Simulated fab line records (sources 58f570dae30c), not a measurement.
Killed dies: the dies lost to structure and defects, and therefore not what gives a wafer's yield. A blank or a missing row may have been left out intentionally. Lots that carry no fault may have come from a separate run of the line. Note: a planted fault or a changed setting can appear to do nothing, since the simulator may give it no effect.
What tool caused it? + flow berkeley cmos170 + 7 lots, 21 wafers sampled, at 1 step of a route of 331

## WHAT EACH GAUGE READ, for each wafer
UCB170_ACTIVE_CD_MEAS_90: target cd 1200 nm.
| lot  | measured    | on        | cd nm (nm)           |
|------|-------------|-----------|----------------------|
| L469 | day 5 03:14 | cd sem-02 | 1202.6 1202.0 1201.1 |
| L470 | day 5 03:28 | cd sem-02 | 1200.8 1202.4 1200.6 |
| L479 | day 6 14:07 | cd sem-01 | 1200.8 1201.4 1201.5 |
| L480 | day 7 13:25 | cd sem-02 | 1199.4 1197.7 1197.2 |
| L485 | day 8 12:46 | cd sem-01 | 1200.4 1198.2 1199.0 |
| L487 | day 8 21:46 | cd sem-02 | 1199.8 1199.8 1198.9 |
| L488 | day 9 05:34 | cd sem-02 | 1198.9 1198.0 1198.3 |

## WHAT TOOL EACH LOT RAN ON (gives the tool, then ch and the chambers of the sampled wafers, and finally the start)
The record holds no process step before these readings.

## THE ANSWER, worked out from the rows above alone
Rule: the usual values come from the lots themselves. Put in order of their means at a reading, lots are off if they are a third of the lots or fewer, leave a main group of 4 or more, and stand apart from it by a gap of 3 or more times the standard deviation of the main group's means; of several such gaps the widest counts. If all means in a main group match to the digits the tables above print for the reading, that group is not used. Also off: a lot with no number at a reading for which 4 or more lots have one. The other lots that the step has rows for count as sound.
No lot is off on any of the readings shown, so nothing can be concluded from this.

## WHAT WAS PUT IN BY THE SIMULATOR
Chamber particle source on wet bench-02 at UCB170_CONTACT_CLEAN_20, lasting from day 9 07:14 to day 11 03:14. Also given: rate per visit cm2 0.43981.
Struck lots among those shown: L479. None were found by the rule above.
